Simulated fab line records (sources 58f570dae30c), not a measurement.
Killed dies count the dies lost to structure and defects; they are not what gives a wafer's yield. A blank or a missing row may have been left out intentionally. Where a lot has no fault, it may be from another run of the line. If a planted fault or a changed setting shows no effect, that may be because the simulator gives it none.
Split-lot experiment ; flow berkeley-cmos170 ; route with 331 steps; 5 lots, 23 wafers read

ON THE SPLIT
At UCB170_NSD_IMPLANT_08, the setting dose-cm2 was moved away from the recipe's 3e+15 on 8 of the 23 wafers read, by -6.4% to -4.1%. The other wafers ran this setting at the recipe's value.

FROM THE SPLIT TO THE READING: what the file shows between them, 6 steps
- UCB170_NSD_STRIP_09: strips in O2
- UCB170_BACKSIDE_STRIP_03: strips in O2 (also split here: power-w)
- UCB170_BACKSIDE_CLEAN_04: cleans in SPM, time 600 s
- UCB170_SDANNEAL_RTA_00: time 10 s
- UCB170_SDANNEAL_RTA_01: time 5 s
- UCB170_SDANNEAL_RS_MEAS_02: measures by four-point-probe

THE READING
NSD_RS, in ohm/sq, at UCB170_SDANNEAL_RS_MEAS_03 (measures by four-point-probe). Fault-free wafers of this fab line usually give 37.21 ohm/sq, standard deviation 0.092 ohm/sq.

wafer;tool, chamber at the split;dose-cm2 as run;against the recipe;NSD_RS, ohm/sq;against lot-mates on the recipe
L074.1;implanter-03, 0;3e+15;recipe;37.05;-
L074.2;implanter-03, 0;2.847e+15;-5.1%;38.05;+0.99
L074.3;implanter-03, 0;2.847e+15;-5.1%;38.06;+1.00
L074.5;implanter-03, 0;2.847e+15;-5.1%;37.90;+0.84
L074.6;implanter-03, 0;3e+15;recipe;37.07;-
L077.2;implanter-03, 0;2.808e+15;-6.4%;38.49;+1.10
L077.3;implanter-03, 0;3e+15;recipe;37.42;-
L077.4;implanter-03, 0;3e+15;recipe;37.36;-
L077.5;implanter-03, 0;2.808e+15;-6.4%;38.45;+1.06
L077.6;implanter-03, 0;2.808e+15;-6.4%;38.39;+1.00
L075.2;implanter-01, 0;3e+15;recipe;37.15;-
L075.3;implanter-01, 0;3e+15;recipe;37.08;-
L075.5;implanter-01, 0;3e+15;recipe;37.08;-
L085.1;implanter-01, 0;3e+15;recipe;37.26;-
L085.2;implanter-01, 0;3e+15;recipe;37.16;-
L085.3;implanter-01, 0;3e+15;recipe;37.23;-
L085.5;implanter-01, 0;3e+15;recipe;37.24;-
L085.6;implanter-01, 0;3e+15;recipe;37.26;-
L084.1;implanter-03, 0;2.877e+15;-4.1%;37.92;+0.76
L084.2;implanter-03, 0;3e+15;recipe;37.16;-
L084.3;implanter-03, 0;2.877e+15;-4.1%;37.97;+0.81
L084.4;implanter-03, 0;3e+15;recipe;37.20;-
L084.6;implanter-03, 0;3e+15;recipe;37.13;-

THE FIT
A straight line over all 23 wafers: NSD_RS changes by -0.183 ohm/sq for each +1% of dose-cm2; r = -0.98; the points scatter about the line by 0.11 ohm/sq.
The same after taking each lot's own level away (the mean of its wafers on the recipe; 23 wafers): -0.174 ohm/sq for each +1%; r = -0.99; scatter 0.056 ohm/sq.
That fit puts the effect of the largest move of dose-cm2 on the reading at 1.1 ohm/sq.
From 37.060 to 37.390 ohm/sq: that is the span of the lots' own levels, equal to 3.6 times the standard deviation above.
So the lot-to-lot level changes the slope little: the two slopes agree.
Check: for one of the wafers moved furthest among these (-6.4%), held out of the fit, the line's prediction against its lot-mates is +1.12 ohm/sq. It came out at +1.1 ohm/sq against them.

OTHER SPLITS APPLIED TO THESE WAFERS
Other splits were also applied to these wafers ahead of the reading. Each is held against what the fit with the lots' levels taken away leaves over:
other split on the same wafers;wafers away from the commonest value;r with NSD_RS (lot level and that fit taken away)
UCB170_NLDD_PEB_04 peb-temp-c;8;+0.38
UCB170_NLDD_IMPLANT_09 energy-kev;11;+0.03
UCB170_PSD_IMPLANT_08 dose-cm2;4;+0.22
UCB170_BACKSIDE_STRIP_03 power-w;9;-0.09

THE WHOLE CHAIN: every reading that the file lists as answering this split, in the file's order
step;what it does;reading;change (the file's fit);r (the file's)
UCB170_NSD_STRIP_09;strips in O2;strip-time-to-endpoint-s;withheld for each +1% of the setting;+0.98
UCB170_SDANNEAL_RS_MEAS_03;measures by four-point-probe;NSD_RS;-0.176 for each +1% of the setting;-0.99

FILE'S OWN FIT
NSD_RS changes by -0.176 ohm/sq for each +1% of dose-cm2, r = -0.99.
